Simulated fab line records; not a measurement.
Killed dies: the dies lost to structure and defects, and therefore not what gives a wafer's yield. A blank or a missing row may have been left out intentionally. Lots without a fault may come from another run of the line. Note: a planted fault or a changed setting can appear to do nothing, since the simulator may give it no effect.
Code-filled problem report in 8D (eight disciplines) form -- flow berkeley cmos170 -- the parts of the form that need people (team, actions taken, sign-off) are left out

1. PROBLEM STATEMENT
NLDD_RS at UCB170_SDANNEAL_RS_MEAS_05 reads a mean of 621.5 ohm/sq on 6 wafers of 2 lots; wafers without a fault read 615.3 ohm/sq with a standard deviation of 1.2. Relative to the usual mean, that is a shift of +5.2 standard deviations.
The step: measures by four-point-probe.
Earliest sighting: wafer L783.1 on film metro-01 at day 8 15:38. The record has a number at this step for 39 wafers belonging to 13 lots. The rule behind "out" and "out of limits": a value lying over 4 standard deviations away from the usual mean. Any other wafer with a number is counted as sound.

2. WHAT IT IS AND WHAT IT IS NOT
question,is,is not
which readings at this step,NLDD_RS,-
which lots,"L783, L787","L775, L776, L777, L778, L779, L781, L789, L792, L794, L795, L798"
which wafers of those lots,all that have a number,-
read on which gauges,"film metro-01, film metro-02",film metro-03
when,from day 8 15:38,"up to then (18 sound wafers); but 15 sound wafers of L789, L792, L794, L795, L798 came after"

3. THE SUSPECTS, EACH WITH WHAT RULES IT OUT
Counting: a tool stays on the suspect list if, at a process step up to the reading, it processed all lots that are out and no sound lot following the first of them.
- the gauge at UCB170_SDANNEAL_RS_MEAS_05: ruled out. Those wafers that are out were read across 2 gauges (film metro-01, film metro-02).
- implanter-03 at UCB170_NLDD_IMPLANT_08: kept. Every lot that is out went through it, starting with L783 (day 8 04:13), and after that it ran no sound lot; the last sound lot it ran before then is L777 (day 7 02:41). Out on those wafers are its own readings of dose ions cm2.
The count leaves implanter-03 at UCB170_NLDD_IMPLANT_08.

4. THE CAUSE (what the simulator had put in)
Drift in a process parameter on implanter-03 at UCB170_NLDD_IMPLANT_08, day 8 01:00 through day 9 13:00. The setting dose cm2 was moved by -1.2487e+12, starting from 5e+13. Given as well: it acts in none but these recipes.
After counting, this tool was the only one left.

5. THE CHAIN OF EFFECTS, in route order
Rows list readings where the struck wafers' mean (over those with a number) sits beyond 3 standard deviations from the usual. Only readings whose record carries a usual standard deviation are examined. hours: median over the lots of the time between each lot's start at the first step of this table that gives one and its start at this step. sigmas: the change, counted in usual standard deviations.
hours,step,reading,usual,on struck wafers,change,sigmas
0,UCB170_NLDD_IMPLANT_08,dose ions cm2,5e+13,5e+13,-1e+12,-23
11,UCB170_SDANNEAL_RS_MEAS_05,NLDD_RS,615.3 ohm/sq,621.5,+6.2,+5.2
Here are the process steps it includes:
- UCB170_NLDD_IMPLANT_08

6. HOW IT WOULD HAVE BEEN CAUGHT EARLIER
15 hours passed between the start of the fault at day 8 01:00 and the first reading out of limits at a measuring or inspecting step in this record, taken at day 8 15:38.
The tool's own readings at UCB170_NLDD_IMPLANT_08 were out on every struck wafer that the step has a row for (dose ions cm2): an alarm limit on them would have fired on the first of those.
Lots out: 2; of these, L787 started UCB170_NLDD_IMPLANT_08 on implanter-03 after day 8 15:38. Holding the tool at that time would have saved it.
